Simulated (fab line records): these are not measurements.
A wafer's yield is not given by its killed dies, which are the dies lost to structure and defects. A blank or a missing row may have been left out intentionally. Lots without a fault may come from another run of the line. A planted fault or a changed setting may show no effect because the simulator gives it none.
Which tool is to blame? ; flow berkeley-cmos170 ; 7 lots, 21 wafers sampled, at 2 steps of a route of 331

## WHAT EACH GAUGE READ, for each wafer
UCB170_SDANNEAL_RS_MEAS_02: measures by four-point-probe.
lot;measured;on;PSD_RS (ohm/sq)
L294;day 8 16:08;film-metro-01;75.0 75.0 75.3
L296;day 9 02:17;film-metro-01;75.7 75.9 75.7
L298;day 9 02:44;film-metro-02;75.5 75.9 75.4
L301;day 9 19:34;film-metro-01;75.2 75.7 75.5
L302;day 10 01:28;film-metro-03;75.4 75.3 75.5
L306;day 11 07:11;film-metro-01;71.8 71.8 71.3 71.9 71.7 71.2
L309;day 11 18:29;film-metro-02;71.6 71.9 72.0 71.6 71.8 71.7

## EACH LOT AND THE TOOL THAT RAN IT (in order: tool; ch and the chambers of the sampled wafers; start)
lot;UCB170_SDANNEAL_RTA_01
L294;rtp-anneal-02 ch 0, day 8 16:04
L296;rtp-anneal-02 ch 0, day 9 02:13
L298;rtp-anneal-01 ch 0, day 9 02:40
L301;rtp-anneal-02 ch 0, day 9 19:29
L302;rtp-anneal-02 ch 0, day 10 01:23
L306;rtp-anneal-02 ch 0, day 11 07:04
L309;rtp-anneal-02 ch 0, day 11 18:24
- UCB170_SDANNEAL_RTA_01: time 5 s.

## THE ANSWER, worked out from the rows above alone
Rule: the usual values come from the lots themselves. Put in order of their means at a reading, lots are off if they are a third of the lots or fewer, leave a main group of 4 or more, and stand apart from it by a gap of 3 or more times the standard deviation of the main group's means; of several such gaps the widest counts. A main group is skipped when, at the precision printed for the reading in the tables above, its means are all equal. A lot without any number at a reading at which 4 lots or more have one is off too. The other lots that the step has rows for count as sound.
Off: L306, L309, at UCB170_SDANNEAL_RS_MEAS_02 (PSD_RS). Main group: mean 75.5 ohm/sq, sd 0.22.
If a tool, at a process step before that reading, ran all the lots that are off and no sound lot after the first of them, it fits. The gauges at UCB170_SDANNEAL_RS_MEAS_02 are tried like those tools. One fits: UCB170_SDANNEAL_RTA_01 on rtp-anneal-02. A fault onset in the window from L302 (day 10 01:23, its last sound lot) to L306 (day 11 07:04, its first lot off) fits.

## WHAT HAD BEEN PUT IN BY THE SIMULATOR
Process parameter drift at UCB170_SDANNEAL_RTA_01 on rtp-anneal-02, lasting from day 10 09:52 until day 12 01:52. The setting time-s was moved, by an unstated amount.
Struck lots among those shown: L306, L309. Same finding as the rule above.
